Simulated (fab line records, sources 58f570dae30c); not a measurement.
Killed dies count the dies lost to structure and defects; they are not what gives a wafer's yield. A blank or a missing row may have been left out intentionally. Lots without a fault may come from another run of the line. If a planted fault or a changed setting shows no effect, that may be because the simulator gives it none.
fab line records | flow berkeley_cmos170 | part 2 of 2: steps 28 to 36 of 36
[record] lots = 5 wafers = 15 last_day = 12
route steps=331 shown BACKSIDE@203 SDANNEAL@204 PSD@206 NSD@207 PLDD@208 NLDD@209 SILICIDE@210 CONTACT@216 M1@238
lots untouched by any fault: they come from a run of this same line in which no faults occurred
start_h: hours from the record's opening day to when the first of the lot's shown wafers began | wait_h: how many hours have passed since the lot's step before this one | " the same as in the row above | L1.1+2: a single row standing in for several wafers | - no value, or no start given | * or withheld: withheld | < > ~ a bound
route shown NAME@n: NAME is a module with steps in the file, n the number in the route of the first one | usual: mean and standard deviation over wafers with no fault | same: alike in all rows | chamber/n: place in a boat | sites: readings site by site | _std_site: the values' standard deviation | _edge_site: the outer-site mean with the inner-site mean subtracted | radius_mm: for every site, how far away it sits from the centre of the wafer | mask NAME#n: copy n | behind: the tool/chamber that last shaped the wafer | hold: reason for holding the lot/hours on hold/outcome of the hold | device: transistor that didn't switch, given as n, p or np | end of line: tests of these same wafers at the route's end | step lacking rows: just its recipe | killed: dies lost to structure and defects at the first sort, not the wafer's yield | map: a wafer's dies, x killed, . not, _ none there
set.NAME: the setting as run; set.NAME@STEP: as run at that earlier step | model.NAME: the simulator's own value behind a step, which no gauge read
lots seen at some steps along the route; tables by step, rows by wafer
services: from which hour (start_h, from the record's first day; less than 0 if before it) a tool's chamber was out of use, for how many hours, and why
[[steps]]
[step UCB170_CONTACT_DEVELOP_14]
[recipe] developer = TMAH develop_time_s = 45 resist = KrF dev_temp_c = 21
[usual] resist_line_temp_C = 23.02/0.1
// columns lot.wafer tool chamber start_h wait_h resist_line_temp_C
L075.3 litho_track-02 0 - - 22.96
L075.4 " 0 " " 22.98
L075.6 " 0 " " 23.19
L080.2 litho_track-01 0 - - 23.07
L080.3 " 0 " " 22.90
L080.6 " 0 " " 23.01
L082.2 litho_track-04 0 - - 22.97
L082.5 " 0 " " 22.94
L082.6 " 0 " " 22.98
L084.1 litho_track-01 0 - - 22.90
L084.2 " 0 " " 22.92
L084.3 " 0 " " 23.01
L092.2 litho_track-04 0 - - 22.95
L092.3 " 0 " " 22.98
L092.4 " 0 " " 23.02
[step UCB170_CONTACT_CD_MEAS_15]
[recipe] target_cd_nm = 700
[usual] cd_nm = 699.8/2
// columns lot.wafer tool chamber start_h wait_h cd_nm
L075.3 cd_sem-01 - 171.01 - 697.6
L075.4 " - " " 699.1
L075.6 " - " " 698.2
L080.2 cd_sem-01 - 194.69 - 702.6
L080.3 " - " " 703.1
L080.6 " - " " 703.2
L082.2 cd_sem-02 - 216.43 - 700.9
L082.5 " - " " 702.7
L082.6 " - " " 700.9
L084.1 cd_sem-01 - 227.07 - 699.8
L084.2 " - " " 700.5
L084.3 " - " " 700.6
L092.2 cd_sem-02 - 262.01 - 696.4
L092.3 " - " " 695.2
L092.4 " - " " 698.3
[step UCB170_CONTACT_OVL_MEAS_16]
[usual] CONTACT_OVL = 1/5.1
// columns lot.wafer tool chamber start_h wait_h CONTACT_OVL[nm]
L075.3 overlay-02 - 171.10 0.1 2
L075.4 " - " " 1
L075.6 " - " " -2
L080.2 overlay-01 - 194.80 0.1 4
L080.3 " - " " -7
L080.6 " - " " -1
L082.2 overlay-01 - 216.53 0.1 -3
L082.5 " - " " -3
L082.6 " - " " -1
L084.1 overlay-02 - 227.19 0.1 4
L084.2 " - " " 0
L084.3 " - " " 7
L092.2 overlay-01 - 262.12 0.1 1
L092.3 " - " " 5
L092.4 " - " " -5
[step UCB170_CONTACT_ETCH_17]
[recipe] chemistry = N2/H2 target_depth_a = withheld overetch_a = withheld target = BARC time_s = withheld source_w = 487.5 bias_w = 100 pressure_mtorr = 30 n2_flow_sccm = 100 h2_flow_sccm = 200
[usual] drypump_motor_current_A = 5.9/0.4 n2_flow_sccm = 100.01/0.27 oes_product_au = 1.001/0.023 throttle_valve_pct = 13.32/0.18
// columns lot.wafer tool chamber start_h wait_h drypump_motor_current_A n2_flow_sccm oes_product_au throttle_valve_pct
L075.3 rie_diel-02 0 171.13 0.0 6.0 99.85 1.021 13.67
L075.4 " 3 " " 6.2 100.08 0.987 13.51
L075.6 " 3 " " 6.2 100.23 0.983 13.50
L080.2 rie_diel-02 1 194.83 0.0 5.5 100.44 1.018 13.46
L080.3 " 3 " " 6.2 100.34 0.992 13.50
L080.6 " 2 " " 5.8 99.97 0.987 13.03
L082.2 rie_diel-01 1 216.56 0.0 6.2 99.70 0.977 12.99
L082.5 " 0 " " 6.7 99.82 1.037 13.27
L082.6 " 3 " " 5.4 99.93 0.998 13.29
L084.1 rie_diel-02 2 227.22 0.0 5.8 99.83 0.988 13.05
L084.2 " 0 " " 6.1 99.85 1.026 13.67
L084.3 " 1 " " 5.5 99.98 1.018 13.44
L092.2 rie_diel-03 0 262.15 0.0 5.7 99.47 0.999 13.27
L092.3 " 3 " " 5.4 100.42 1.011 13.20
L092.4 " 2 " " 5.6 99.75 0.973 13.33
[step UCB170_CONTACT_ETCH_18]
[recipe] chemistry = CHF3/CF4/Ar target = PSG stop_on = TiSi2 CHF3_flow_sccm = 45 cf4_flow_sccm = 15 Ar_flow_sccm = 150 pressure_mtorr = 200 rf_w = 700 target_depth_a = 8400 over_etch_frac = 0.2 time_s = 195
[usual] cf4_flow_sccm = 15.00/0.037 drypump_motor_current_A = 5.9/0.41 oes_product_au = 0.901/0.016 throttle_valve_pct = 6.94/0.11
// columns lot.wafer tool chamber start_h wait_h cf4_flow_sccm drypump_motor_current_A oes_product_au rf_hours_counter_h throttle_valve_pct
L075.3 rie_diel-02 0 - - 14.95 6.1 0.922 1 7.21
L075.4 " 3 " " 15.03 6.2 0.881 101 7.02
L075.6 " 3 " " 14.95 6.2 0.883 - 7.01
L080.2 rie_diel-02 1 - - 14.99 5.5 0.910 84 7.03
L080.3 " 3 " " 15.00 6.2 0.869 102 7.02
L080.6 " 2 " " 15.05 5.8 0.903 - 6.79
L082.2 rie_diel-01 1 - - 14.97 6.2 0.892 55 6.78
L082.5 " 0 " " 14.96 6.7 0.932 - 6.91
L082.6 " 3 " " 14.99 5.4 0.914 - 6.89
L084.1 rie_diel-02 2 - - 14.99 5.8 0.897 118 6.79
L084.2 " 0 " " 15.03 6.0 0.913 3 7.23
L084.3 " 1 " " 15.00 5.5 0.926 85 7.04
L092.2 rie_diel-03 0 - - 15.00 5.7 0.885 57 6.88
L092.3 " 3 " " 14.99 5.4 0.886 19 6.86
L092.4 " 2 " " 14.99 5.6 0.858 138 6.99
[step UCB170_CONTACT_STRIP_19]
[recipe] chemistry = O2 power_w = 400 pressure_mtorr = 3500 platen_temp_c = withheld o2_flow_sccm = 400 overash_fraction = 0.5
[usual] drypump_motor_current_A = 5.58/0.29 oes_product_au = 0.726/0.0044
// columns lot.wafer tool chamber start_h wait_h drypump_motor_current_A oes_product_au rf_hours_counter_h
L075.3 plasma_asher-02 1 171.33 - 5.25 0.723 -
L075.4 " 0 " " 5.59 0.723 -
L075.6 " 1 " " 5.24 0.725 -
L080.2 plasma_asher-02 0 194.99 - 5.59 0.716 38
L080.3 " 1 " " 5.20 0.724 -
L080.6 " 0 " " 5.59 0.723 -
L082.2 plasma_asher-02 0 216.73 - 5.59 0.724 40
L082.5 " 1 " " 5.20 0.724 -
L082.6 " 0 " " 5.59 0.732 -
L084.1 plasma_asher-01 0 227.39 - 5.87 0.724 52
L084.2 " 1 " " 5.93 0.726 52
L084.3 " 0 " " 5.89 0.717 -
L092.2 plasma_asher-01 0 262.32 - 5.88 0.719 56
L092.3 " 1 " " 5.87 0.727 -
L092.4 " 0 " " 5.91 0.730 -
[step UCB170_CONTACT_CD_MEAS_90]
[recipe] target_cd_nm = 700
[usual] cd_nm = 699.8/1.9
// columns lot.wafer tool chamber start_h wait_h cd_nm
L075.3 cd_sem-02 - 171.43 0.1 697.7
L075.4 " - " " 698.6
L075.6 " - " " 698.1
L080.2 cd_sem-01 - 195.11 0.1 702.8
L080.3 " - " " 703.5
L080.6 " - " " 703.4
L082.2 cd_sem-01 - 216.85 0.1 701.1
L082.5 " - " " 702.2
L082.6 " - " " 701.1
L084.1 cd_sem-02 - 227.49 0.1 700.9
L084.2 " - " " 700.3
L084.3 " - " " 701.3
L092.2 cd_sem-02 - 262.44 0.1 697.3
L092.3 " - " " 694.9
L092.4 " - " " 699.0
[step UCB170_CONTACT_CLEAN_20]
[recipe] chemistry = SPM temp_c = 120 time_s = 600
// columns lot.wafer tool chamber start_h wait_h
L075.3+4+6 wet_bench-01 1 171.51 0.1
L080.2+3+6 wet_bench-04 3 195.21 0.1
L082.2+5+6 wet_bench-04 2 216.95 0.1
L084.1+2+3 wet_bench-01 3 227.61 0.1
L092.2+3+4 wet_bench-01 0 262.54 0.1
[step UCB170_M1_SPUTTER_00]
[recipe] material = Al target_thk_nm = 600 time_s = 80 power_w = 6000 chamber_pressure_pa = 0.5
[usual] throttle_valve_pct = 30.2/1.3
// columns lot.wafer tool chamber start_h wait_h throttle_valve_pct
L075.3 pvd_sputter-03 - 171.70 0.0 28.1
L075.4 " - " " 30.8
L075.6 " - " " 32.1
L080.2 pvd_sputter-04 - 195.39 0.0 30.2
L080.3 " - " " 30.6
L080.6 " - " " 30.6
L082.2 pvd_sputter-04 - 217.13 0.0 30.4
L082.5 " - " " 30.4
L082.6 " - " " 30.1
L084.1 pvd_sputter-04 - 227.79 0.0 30.7
L084.2 " - " " 30.1
L084.3 " - " " 30.1
L092.2 pvd_sputter-02 - 262.71 0.0 29.6
L092.3 " - " " 31.5
L092.4 " - " " 30.4
[[services]]
// columns tool chamber start_h hours kind
pvd_sputter-04 - 142.29 5.4 repair
rie_diel-01 1 145.53 2.3 repair
rie_diel-01 - 146.37 2.8 pm
krf_scanner-02 - 156.38 4.4 pm
rtp_anneal-02 - 157.31 101.4 pm
plasma_asher-01 - 158.69 1.4 repair
krf_scanner-02 - 161.45 0.9 repair
rie_diel-01 0 167.81 - clean
rie_diel-02 3 169.34 1.6 repair
rie_diel-03 - 176.46 0.5 repair
pvd_sputter-03 - 177.99 3.9 repair
pvd_sputter-01 - 183.19 2.5 repair
krf_scanner-01 - 186.74 0.8 pm
lpcvd-02 - 187.00 14.6 pm
plasma_asher-02 - 203.56 1.6 repair
rie_diel-01 1 212.68 2.6 repair
plasma_asher-01 - 218.85 1.7 repair
krf_scanner-02 - 219.33 1.0 pm
plasma_asher-04 - 224.19 13.4 repair
rie_diel-01 1 224.83 2.5 repair
pvd_sputter-02 - 229.91 1.8 repair
plasma_asher-02 - 246.95 1.9 repair
plasma_asher-04 - 248.66 2.8 pm
krf_scanner-01 - 258.82 1.0 pm
